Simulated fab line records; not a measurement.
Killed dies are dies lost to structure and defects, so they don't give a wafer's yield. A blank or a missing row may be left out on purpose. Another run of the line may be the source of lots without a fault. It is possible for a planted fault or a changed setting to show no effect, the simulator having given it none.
Which of the tools did it? || flow berkeley_cmos170 || Sampling: 13 lots, 39 wafers, 5 of 331 route steps

WHAT EACH GAUGE READ, for each wafer
UCB170_PSD_OVL_MEAS_07. Usual: PSD_OVL gives 6 nm (standard deviation 6).
{"lot": "L509", "measured": "day 7 21:20", "on": "overlay-01", "PSD_OVL (nm)": "7 14 5", "flag": ""}
{"lot": "L508", "measured": "day 7 21:36", "on": "overlay-01", "PSD_OVL (nm)": "11 11 9", "flag": ""}
{"lot": "L512", "measured": "day 8 21:38", "on": "overlay-02", "PSD_OVL (nm)": "2 7 6", "flag": ""}
{"lot": "L510", "measured": "day 8 21:58", "on": "overlay-02", "PSD_OVL (nm)": "16 10 15", "flag": ""}
{"lot": "L511", "measured": "day 8 21:59", "on": "overlay-01", "PSD_OVL (nm)": "11 8 13", "flag": ""}
{"lot": "L515", "measured": "day 8 22:13", "on": "overlay-02", "PSD_OVL (nm)": "22 16 15", "flag": ""}
{"lot": "L513", "measured": "day 8 22:26", "on": "overlay-01", "PSD_OVL (nm)": "0 -3 7", "flag": ""}
{"lot": "L516", "measured": "day 8 22:28", "on": "overlay-02", "PSD_OVL (nm)": "-5 -2 1", "flag": ""}
{"lot": "L519", "measured": "day 9 14:16", "on": "overlay-01", "PSD_OVL (nm)": "10 14 7", "flag": ""}
{"lot": "L530", "measured": "day 11 19:56", "on": "overlay-01", "PSD_OVL (nm)": "20 14 12", "flag": ""}
{"lot": "L529", "measured": "day 11 20:07", "on": "overlay-02", "PSD_OVL (nm)": "8 3 6", "flag": ""}
{"lot": "L528", "measured": "day 11 21:53", "on": "overlay-02", "PSD_OVL (nm)": "-4 5 5", "flag": ""}
{"lot": "L531", "measured": "day 11 22:22", "on": "overlay-01", "PSD_OVL (nm)": "13 11 8", "flag": ""}

UCB170_SILICIDE_RS_MEAS_02: uses a four-point probe to measure. Usual: SILICIDE_TI_RS gives 26.2 ohm/sq (standard deviation 0.37).
{"lot": "L509", "measured": "day 8 03:23", "on": "film_metro-01", "SILICIDE_TI_RS (ohm/sq)": "25.6 25.9 25.9", "flag": ""}
{"lot": "L508", "measured": "day 8 03:31", "on": "film_metro-04", "SILICIDE_TI_RS (ohm/sq)": "26.0 26.0 26.1", "flag": ""}
{"lot": "L512", "measured": "day 9 05:02", "on": "film_metro-04", "SILICIDE_TI_RS (ohm/sq)": "26.0 26.1 26.1", "flag": ""}
{"lot": "L510", "measured": "day 9 05:05", "on": "film_metro-03", "SILICIDE_TI_RS (ohm/sq)": "26.6 26.5 26.6", "flag": ""}
{"lot": "L511", "measured": "day 9 05:30", "on": "film_metro-01", "SILICIDE_TI_RS (ohm/sq)": "26.0 26.2 26.3", "flag": ""}
{"lot": "L515", "measured": "day 9 04:56", "on": "film_metro-03", "SILICIDE_TI_RS (ohm/sq)": "25.9 26.3 25.5", "flag": ""}
{"lot": "L513", "measured": "day 9 06:14", "on": "film_metro-04", "SILICIDE_TI_RS (ohm/sq)": "26.3 26.2 26.5", "flag": ""}
{"lot": "L516", "measured": "day 9 05:50", "on": "film_metro-03", "SILICIDE_TI_RS (ohm/sq)": "26.3 26.4 26.3", "flag": ""}
{"lot": "L519", "measured": "day 9 18:16", "on": "film_metro-04", "SILICIDE_TI_RS (ohm/sq)": "25.7 26.1 25.9", "flag": ""}
{"lot": "L530", "measured": "day 11 23:50", "on": "film_metro-04", "SILICIDE_TI_RS (ohm/sq)": "25.8 25.8 25.7", "flag": ""}
{"lot": "L529", "measured": "day 12 00:01", "on": "film_metro-01", "SILICIDE_TI_RS (ohm/sq)": "26.0 26.1 26.0", "flag": ""}
{"lot": "L528", "measured": "day 12 01:47", "on": "film_metro-03", "SILICIDE_TI_RS (ohm/sq)": "26.7 23.8 27.0", "flag": ""}
{"lot": "L531", "measured": "day 12 02:16", "on": "film_metro-03", "SILICIDE_TI_RS (ohm/sq)": "25.9 26.1 26.1", "flag": ""}

UCB170_SILICIDE_THK_MEAS_03: measures by xrf. Usual: SILICIDE_TI_THK gives 30.3 nm (standard deviation 0.37).
{"lot": "L509", "measured": "day 8 03:31", "on": "film_metro-01", "SILICIDE_TI_THK (nm)": "30.7 30.4 30.5", "flag": ""}
{"lot": "L508", "measured": "day 8 03:38", "on": "film_metro-04", "SILICIDE_TI_THK (nm)": "30.5 30.4 30.3", "flag": ""}
{"lot": "L512", "measured": "day 9 05:08", "on": "film_metro-04", "SILICIDE_TI_THK (nm)": "30.5 30.4 30.2", "flag": ""}
{"lot": "L510", "measured": "day 9 05:11", "on": "film_metro-03", "SILICIDE_TI_THK (nm)": "29.9 30.1 30.0", "flag": ""}
{"lot": "L511", "measured": "day 9 05:37", "on": "film_metro-01", "SILICIDE_TI_THK (nm)": "30.3 30.0 30.1", "flag": ""}
{"lot": "L515", "measured": "day 9 05:01", "on": "film_metro-03", "SILICIDE_TI_THK (nm)": "30.6 30.2 30.9", "flag": ""}
{"lot": "L513", "measured": "day 9 06:21", "on": "film_metro-04", "SILICIDE_TI_THK (nm)": "30.2 30.2 29.9", "flag": ""}
{"lot": "L516", "measured": "day 9 05:57", "on": "film_metro-03", "SILICIDE_TI_THK (nm)": "30.2 30.1 30.2", "flag": ""}
{"lot": "L519", "measured": "day 9 18:22", "on": "film_metro-04", "SILICIDE_TI_THK (nm)": "30.9 30.2 30.8", "flag": ""}
{"lot": "L530", "measured": "day 11 23:57", "on": "film_metro-04", "SILICIDE_TI_THK (nm)": "30.7 30.7 30.8", "flag": ""}
{"lot": "L529", "measured": "day 12 00:08", "on": "film_metro-01", "SILICIDE_TI_THK (nm)": "30.4 30.3 30.4", "flag": ""}
{"lot": "L528", "measured": "day 12 01:53", "on": "film_metro-03", "SILICIDE_TI_THK (nm)": "29.9 33.0 29.7", "flag": ""}
{"lot": "L531", "measured": "day 12 02:22", "on": "film_metro-03", "SILICIDE_TI_THK (nm)": "30.7 30.6 30.4", "flag": ""}

TOOL THAT RAN EACH LOT (tool first, then ch and the chambers of the sampled wafers, then the start)
{"lot": "L509", "UCB170_NSD_STRIP_09": "plasma_asher-04 ch 0,1, day 7 23:41", "UCB170_SILICIDE_SPUTTER_01": "pvd_sputter-04, day 8 03:22"}
{"lot": "L508", "UCB170_NSD_STRIP_09": "plasma_asher-04 ch 0,1, day 8 00:05", "UCB170_SILICIDE_SPUTTER_01": "pvd_sputter-01, day 8 03:29"}
{"lot": "L512", "UCB170_NSD_STRIP_09": "plasma_asher-04 ch 0,1, day 9 02:28", "UCB170_SILICIDE_SPUTTER_01": "pvd_sputter-01, day 9 04:58"}
{"lot": "L510", "UCB170_NSD_STRIP_09": "plasma_asher-04 ch 0,1, day 9 02:50", "UCB170_SILICIDE_SPUTTER_01": "pvd_sputter-02, day 9 04:58"}
{"lot": "L511", "UCB170_NSD_STRIP_09": "plasma_asher-02 ch 0,1, day 9 02:50", "UCB170_SILICIDE_SPUTTER_01": "pvd_sputter-01, day 9 05:27"}
{"lot": "L515", "UCB170_NSD_STRIP_09": "plasma_asher-02 ch 0,1, day 9 02:35", "UCB170_SILICIDE_SPUTTER_01": "pvd_sputter-04, day 9 04:50"}
{"lot": "L513", "UCB170_NSD_STRIP_09": "plasma_asher-04 ch 0,1, day 9 03:10", "UCB170_SILICIDE_SPUTTER_01": "pvd_sputter-01, day 9 06:12"}
{"lot": "L516", "UCB170_NSD_STRIP_09": "plasma_asher-02 ch 0,1, day 9 03:07", "UCB170_SILICIDE_SPUTTER_01": "pvd_sputter-02, day 9 05:48"}
{"lot": "L519", "UCB170_NSD_STRIP_09": "plasma_asher-04 ch 0,1, day 9 16:18", "UCB170_SILICIDE_SPUTTER_01": "pvd_sputter-01, day 9 18:11"}
{"lot": "L530", "UCB170_NSD_STRIP_09": "plasma_asher-01 ch 0,1, day 11 22:02", "UCB170_SILICIDE_SPUTTER_01": "pvd_sputter-01, day 11 23:48"}
{"lot": "L529", "UCB170_NSD_STRIP_09": "plasma_asher-04 ch 0,1, day 11 22:13", "UCB170_SILICIDE_SPUTTER_01": "pvd_sputter-04, day 11 23:59"}
{"lot": "L528", "UCB170_NSD_STRIP_09": "plasma_asher-04 ch 0,1, day 12 00:01", "UCB170_SILICIDE_SPUTTER_01": "pvd_sputter-02, day 12 01:43"}
{"lot": "L531", "UCB170_NSD_STRIP_09": "plasma_asher-01 ch 0,1, day 12 00:20", "UCB170_SILICIDE_SPUTTER_01": "pvd_sputter-04, day 12 02:11"}
- UCB170_NSD_STRIP_09: strips in O2.
- UCB170_SILICIDE_SPUTTER_01: material Ti, target thk 30 nm, time 25 s.

AS READ BY THE TOOLS THEMSELVES (means over the sampled wafers that have a number; for cases with no such wafer, the mark the record gives instead)
UCB170_NSD_STRIP_09. Usual: drypump_motor_current_A 5.8 A, standard deviation 0.37; oes_product_au 0.533 a.u., standard deviation 0.0045; strip_time_to_endpoint_s 35.81 s, standard deviation 0.077.
{"lot": "L509", "tool": "plasma_asher-04", "drypump_motor_current_A (A)": 5.5, "oes_product_au (a.u.)": 0.539, "strip_time_to_endpoint_s (s)": 35.80, "flag": ""}
{"lot": "L508", "tool": "plasma_asher-04", "drypump_motor_current_A (A)": 5.4, "oes_product_au (a.u.)": 0.533, "strip_time_to_endpoint_s (s)": 35.74, "flag": ""}
{"lot": "L512", "tool": "plasma_asher-04", "drypump_motor_current_A (A)": 5.4, "oes_product_au (a.u.)": 0.535, "strip_time_to_endpoint_s (s)": 35.86, "flag": ""}
{"lot": "L510", "tool": "plasma_asher-04", "drypump_motor_current_A (A)": 5.5, "oes_product_au (a.u.)": 0.533, "strip_time_to_endpoint_s (s)": 35.80, "flag": ""}
{"lot": "L511", "tool": "plasma_asher-02", "drypump_motor_current_A (A)": 6.0, "oes_product_au (a.u.)": 0.532, "strip_time_to_endpoint_s (s)": 35.74, "flag": ""}
{"lot": "L515", "tool": "plasma_asher-02", "drypump_motor_current_A (A)": 6.1, "oes_product_au (a.u.)": 0.534, "strip_time_to_endpoint_s (s)": 35.88, "flag": ""}
{"lot": "L513", "tool": "plasma_asher-04", "drypump_motor_current_A (A)": 5.4, "oes_product_au (a.u.)": 0.535, "strip_time_to_endpoint_s (s)": 35.96, "flag": ""}
{"lot": "L516", "tool": "plasma_asher-02", "drypump_motor_current_A (A)": 6.0, "oes_product_au (a.u.)": 0.533, "strip_time_to_endpoint_s (s)": 35.81, "flag": ""}
{"lot": "L519", "tool": "plasma_asher-04", "drypump_motor_current_A (A)": 5.4, "oes_product_au (a.u.)": 0.531, "strip_time_to_endpoint_s (s)": 35.70, "flag": ""}
{"lot": "L530", "tool": "plasma_asher-01", "drypump_motor_current_A (A)": 6.0, "oes_product_au (a.u.)": 0.531, "strip_time_to_endpoint_s (s)": 35.74, "flag": ""}
{"lot": "L529", "tool": "plasma_asher-04", "drypump_motor_current_A (A)": 5.5, "oes_product_au (a.u.)": 0.532, "strip_time_to_endpoint_s (s)": 35.91, "flag": ""}
{"lot": "L528", "tool": "plasma_asher-04", "drypump_motor_current_A (A)": 5.4, "oes_product_au (a.u.)": 0.532, "strip_time_to_endpoint_s (s)": 35.69, "flag": ""}
{"lot": "L531", "tool": "plasma_asher-01", "drypump_motor_current_A (A)": 6.0, "oes_product_au (a.u.)": 0.532, "strip_time_to_endpoint_s (s)": 35.90, "flag": ""}

UCB170_SILICIDE_SPUTTER_01. Usual: cathode_dc_power_W 1500.0 W, standard deviation 0.25; throttle_valve_pct 29.5 %, standard deviation 1.5.
{"lot": "L509", "tool": "pvd_sputter-04", "cathode_dc_power_W (W)": 1500.2, "throttle_valve_pct (%)": 30.0, "flag": ""}
{"lot": "L508", "tool": "pvd_sputter-01", "cathode_dc_power_W (W)": 1500.1, "throttle_valve_pct (%)": 29.9, "flag": ""}
{"lot": "L512", "tool": "pvd_sputter-01", "cathode_dc_power_W (W)": 1500.0, "throttle_valve_pct (%)": 30.6, "flag": ""}
{"lot": "L510", "tool": "pvd_sputter-02", "cathode_dc_power_W (W)": 1499.9, "throttle_valve_pct (%)": 28.9, "flag": ""}
{"lot": "L511", "tool": "pvd_sputter-01", "cathode_dc_power_W (W)": 1499.9, "throttle_valve_pct (%)": 30.8, "flag": ""}
{"lot": "L515", "tool": "pvd_sputter-04", "cathode_dc_power_W (W)": 1500.0, "throttle_valve_pct (%)": 28.2, "flag": ""}
{"lot": "L513", "tool": "pvd_sputter-01", "cathode_dc_power_W (W)": 1500.1, "throttle_valve_pct (%)": 30.6, "flag": ""}
{"lot": "L516", "tool": "pvd_sputter-02", "cathode_dc_power_W (W)": 1499.9, "throttle_valve_pct (%)": 29.2, "flag": ""}
{"lot": "L519", "tool": "pvd_sputter-01", "cathode_dc_power_W (W)": 1500.1, "throttle_valve_pct (%)": 28.9, "flag": ""}
{"lot": "L530", "tool": "pvd_sputter-01", "cathode_dc_power_W (W)": 1500.0, "throttle_valve_pct (%)": 30.8, "flag": ""}
{"lot": "L529", "tool": "pvd_sputter-04", "cathode_dc_power_W (W)": 1500.0, "throttle_valve_pct (%)": 28.5, "flag": ""}
{"lot": "L528", "tool": "pvd_sputter-02", "cathode_dc_power_W (W)": 1499.8, "throttle_valve_pct (%)": 28.8, "flag": ""}
{"lot": "L531", "tool": "pvd_sputter-04", "cathode_dc_power_W (W)": 1499.9, "throttle_valve_pct (%)": 28.7, "flag": ""}

THE ANSWER, worked out from the rows above alone
Rule: lot off if the mean of its wafers having a number is beyond 3 standard deviations from the usual mean. Also off: a lot with no number at a reading for which 4 or more lots have one. Where the step has rows for the other lots, those lots are counted as sound. After the gauges, taken in route order, come the tools' own readings; for these a lot's mean is taken, as printed above. At the first step where some lot is off, the reading lying furthest off is the one used; lots without a number count as furthest.
No lot is off on any of the readings shown, so nothing can be concluded from this.

WHAT THE SIMULATOR HAD INSERTED
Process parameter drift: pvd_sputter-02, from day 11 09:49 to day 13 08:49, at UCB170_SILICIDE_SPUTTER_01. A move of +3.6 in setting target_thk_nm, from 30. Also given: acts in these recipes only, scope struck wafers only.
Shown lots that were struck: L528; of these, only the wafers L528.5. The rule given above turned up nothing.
